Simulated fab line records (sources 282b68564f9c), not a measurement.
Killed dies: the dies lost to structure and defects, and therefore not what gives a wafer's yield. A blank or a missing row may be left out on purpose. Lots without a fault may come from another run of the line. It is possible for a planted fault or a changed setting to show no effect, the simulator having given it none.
Which tool is to blame? + flow rit_cmos + 15 lots with 45 wafers sampled at 4 steps, on a route of 202 steps

## WHAT THE GAUGES READ, wafer by wafer
RIT_NLDD_OVL_MEAS_06.
| lot  | measured    | on         | NLDD_OVL (nm)  |
|------|-------------|------------|----------------|
| L878 | day 2 18:25 | overlay-02 | 0.3 -1.0 0.9   |
| L879 | day 3 00:02 | overlay-01 | -0.3 -2.0 -1.5 |
| L880 | day 3 06:14 | overlay-02 | 0.3 0.9 0.9    |
| L881 | day 3 08:59 | overlay-02 | 0.8 0.6 1.6    |
| L882 | day 3 14:41 | overlay-02 | 0.0 -0.9 -0.2  |
| L883 | day 3 18:58 | overlay-02 | 0.9 0.3 -0.8   |
| L884 | day 3 23:08 | overlay-02 | -0.4 2.2 -0.7  |
| L885 | day 4 05:46 | overlay-02 | 0.8 0.5 0.0    |
| L886 | day 4 10:05 | overlay-02 | 0.7 0.1 0.5    |
| L889 | day 5 01:23 | overlay-01 | 0.7 -0.1 0.4   |
| L890 | day 5 04:31 | overlay-01 | -0.9 -1.8 -1.1 |
| L892 | day 5 15:42 | overlay-01 | 1.5 2.6 2.3    |
| L893 | day 5 19:47 | overlay-02 | -0.1 -2.3 -1.7 |
| L897 | day 6 15:41 | overlay-01 | 1.2 2.3 1.7    |
| L898 | day 6 21:11 | overlay-02 | 0.8 -0.4 -1.3  |

RIT_PLDD_TW_MEAS_10.
| lot  | measured    | on            | PLDD_TW                       |
|------|-------------|---------------|-------------------------------|
| L878 | day 2 20:37 | film_metro-02 | 2364 2361 2357                |
| L879 | day 3 01:58 | film_metro-03 | 2350 2351 2358                |
| L880 | day 3 08:20 | film_metro-04 | 2348 2360 2365                |
| L881 | day 3 11:02 | film_metro-03 | 2361 2347 2367                |
| L882 | day 3 16:50 | film_metro-03 | 2358 2353 2348                |
| L883 | day 3 21:02 | film_metro-02 | 2336 2342 2351                |
| L884 | day 4 01:26 | film_metro-02 | 2341 2345 2363                |
| L885 | day 4 07:42 | film_metro-04 | 2333 2336 2329                |
| L886 | day 4 12:11 | film_metro-03 | 2352 2356 2342                |
| L889 | day 5 03:26 | film_metro-02 | 2714 2706 2723 2717 2724 2718 |
| L890 | day 5 06:39 | film_metro-04 | 2722 2725 2729 2726 2735 2735 |
| L892 | day 5 17:38 | film_metro-03 | 2711 2697 2705 2714 2716 2704 |
| L893 | day 5 21:43 | film_metro-03 | 2337 2339 2359                |
| L897 | day 6 17:41 | film_metro-02 | 2355 2353 2358                |
| L898 | day 6 23:14 | film_metro-02 | 2348 2347 2343                |

RIT_SDANNEAL_RS_MEAS_06: measures by four-point-probe.
| lot  | measured    | on            | PLDD_RS (ohm/sq)                    |
|------|-------------|---------------|-------------------------------------|
| L878 | day 3 03:07 | film_metro-02 | 178.5 179.2 178.9                   |
| L879 | day 3 08:08 | film_metro-02 | 179.4 179.0 178.8                   |
| L880 | day 3 14:44 | film_metro-02 | 179.3 179.1 179.6                   |
| L881 | day 3 18:25 | film_metro-04 | 179.0 179.1 179.5                   |
| L882 | day 3 23:15 | film_metro-04 | 178.6 178.6 178.5                   |
| L883 | day 4 03:13 | film_metro-03 | 178.6 178.8 178.2                   |
| L884 | day 4 07:46 | film_metro-03 | 179.3 178.6 178.3                   |
| L885 | day 4 13:55 | film_metro-04 | 179.8 179.7 180.3                   |
| L886 | day 4 18:32 | film_metro-04 | 179.0 179.2 179.1                   |
| L889 | day 5 11:52 | film_metro-04 | 153.0 153.2 153.0 152.8 153.1 152.7 |
| L890 | day 5 20:34 | film_metro-04 | 154.0 153.4 153.6 153.3 153.5 153.7 |
| L892 | day 6 08:12 | film_metro-04 | 153.1 153.4 153.1 153.0 153.2 153.4 |
| L893 | day 6 04:11 | film_metro-02 | 178.9 178.1 178.3                   |
| L897 | day 7 00:03 | film_metro-04 | 178.9 178.1 178.5                   |
| L898 | day 7 05:28 | film_metro-03 | 179.1 178.9 178.6                   |

## TOOL THAT RAN EACH LOT (tool first, then ch and the chambers of the sampled wafers, then the start)
| lot  | RIT_PLDD_IMPLANT_08            |
|------|--------------------------------|
| L878 | implanter-04 ch 0, day 2 20:18 |
| L879 | implanter-04 ch 0, day 3 01:40 |
| L880 | implanter-03 ch 0, day 3 08:01 |
| L881 | implanter-01 ch 0, day 3 10:44 |
| L882 | implanter-04 ch 0, day 3 16:31 |
| L883 | implanter-03 ch 0, day 3 20:43 |
| L884 | implanter-03 ch 0, day 4 01:08 |
| L885 | implanter-04 ch 0, day 4 07:25 |
| L886 | implanter-04 ch 0, day 4 11:53 |
| L889 | implanter-04 ch 0, day 5 03:07 |
| L890 | implanter-04 ch 0, day 5 06:20 |
| L892 | implanter-04 ch 0, day 5 17:19 |
| L893 | implanter-03 ch 0, day 5 21:25 |
| L897 | implanter-03 ch 0, day 6 17:22 |
| L898 | implanter-01 ch 0, day 6 22:55 |
- RIT_PLDD_IMPLANT_08

## AS READ BY THE TOOLS THEMSELVES (means over the sampled wafers that have a number; for cases with no such wafer, the mark the record gives instead)
RIT_PLDD_IMPLANT_08.
| lot  | tool         | dose_ions_cm2 | end_station_pressure_torr (Torr) | faraday_current_uA |
|------|--------------|---------------|----------------------------------|--------------------|
| L878 | implanter-04 | 9.008e+14     | 7.5e-06                          | 2757               |
| L879 | implanter-04 | 8.994e+14     | 7.6e-06                          | 2779               |
| L880 | implanter-03 | 9.014e+14     | 7.6e-06                          | 2860               |
| L881 | implanter-01 | 8.996e+14     | 7.4e-06                          | 2795               |
| L882 | implanter-04 | 8.997e+14     | 7.1e-06                          | 2793               |
| L883 | implanter-03 | 8.998e+14     | 7.3e-06                          | 2802               |
| L884 | implanter-03 | 9.004e+14     | 7.1e-06                          | 2857               |
| L885 | implanter-04 | 9.000e+14     | 7.7e-06                          | 2842               |
| L886 | implanter-04 | 9.005e+14     | 7.2e-06                          | 2781               |
| L889 | implanter-04 | 1.713e+15     | 9.4e-06                          | 5334               |
| L890 | implanter-04 | 1.714e+15     | 9.5e-06                          | 5421               |
| L892 | implanter-04 | 1.715e+15     | 9.6e-06                          | 5425               |
| L893 | implanter-03 | 8.985e+14     | 7.5e-06                          | 2838               |
| L897 | implanter-03 | 8.990e+14     | 7.6e-06                          | 2840               |
| L898 | implanter-01 | 8.989e+14     | 7.3e-06                          | 2796               |

## THE ANSWER, worked out from the rows above alone
Rule: the usual values come from the lots themselves. Put in order of their means at a reading, lots are off if they are a third of the lots or fewer, leave a main group of 4 or more, and stand apart from it by a gap of 3 or more times the standard deviation of the main group's means; of several such gaps the widest counts. The tables above print the reading to a certain number of digits; a main group whose means all agree to those digits is not used. A lot without any number at a reading at which 4 lots or more have one is off too. The other lots that the step has rows for count as sound. Order of review: gauges by route order, followed by the tools' own readings, for which a lot's mean as printed above is used. At the first step where some lot is off, the reading lying furthest off is the one used; lots without a number count as furthest.
Off: L889, L890, L892, seen at RIT_PLDD_TW_MEAS_10 (PLDD_TW). Main group: mean 2350, sd 7.5.
A tool fits if, at a process step before that reading, it ran every lot that is off, and no sound lot after the first of them. The gauges at RIT_PLDD_TW_MEAS_10 aren't tried: what is off there is off at RIT_PLDD_IMPLANT_08 too, on other tools, and a gauge's error can't cause that. One fits: implanter-04 at RIT_PLDD_IMPLANT_08. A fault onset in the window from L886 (day 4 11:53, its last sound lot) to L889 (day 5 03:07, its first lot off) fits.
The tool's own readings at RIT_PLDD_IMPLANT_08 bear it out: on the lots that are off they differ by more than 5 times the standard deviation of the sound lots' means. dose_ions_cm2 reads 1.714e+15 there against 8.998e+14 on the sound lots; end_station_pressure_torr reads 9.5e-06 Torr there against 7.4e-06 Torr on the sound lots; faraday_current_uA reads 5393 there against 2812 on the sound lots.

## WHAT THE SIMULATOR HAD INSERTED
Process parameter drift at RIT_PLDD_IMPLANT_08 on implanter-04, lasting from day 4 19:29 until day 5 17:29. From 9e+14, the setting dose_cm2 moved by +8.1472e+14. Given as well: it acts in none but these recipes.
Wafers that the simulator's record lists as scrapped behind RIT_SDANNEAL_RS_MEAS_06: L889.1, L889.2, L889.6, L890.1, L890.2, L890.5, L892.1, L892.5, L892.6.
Shown lots that were struck: L889, L890, L892. This agrees with what the rule above found.
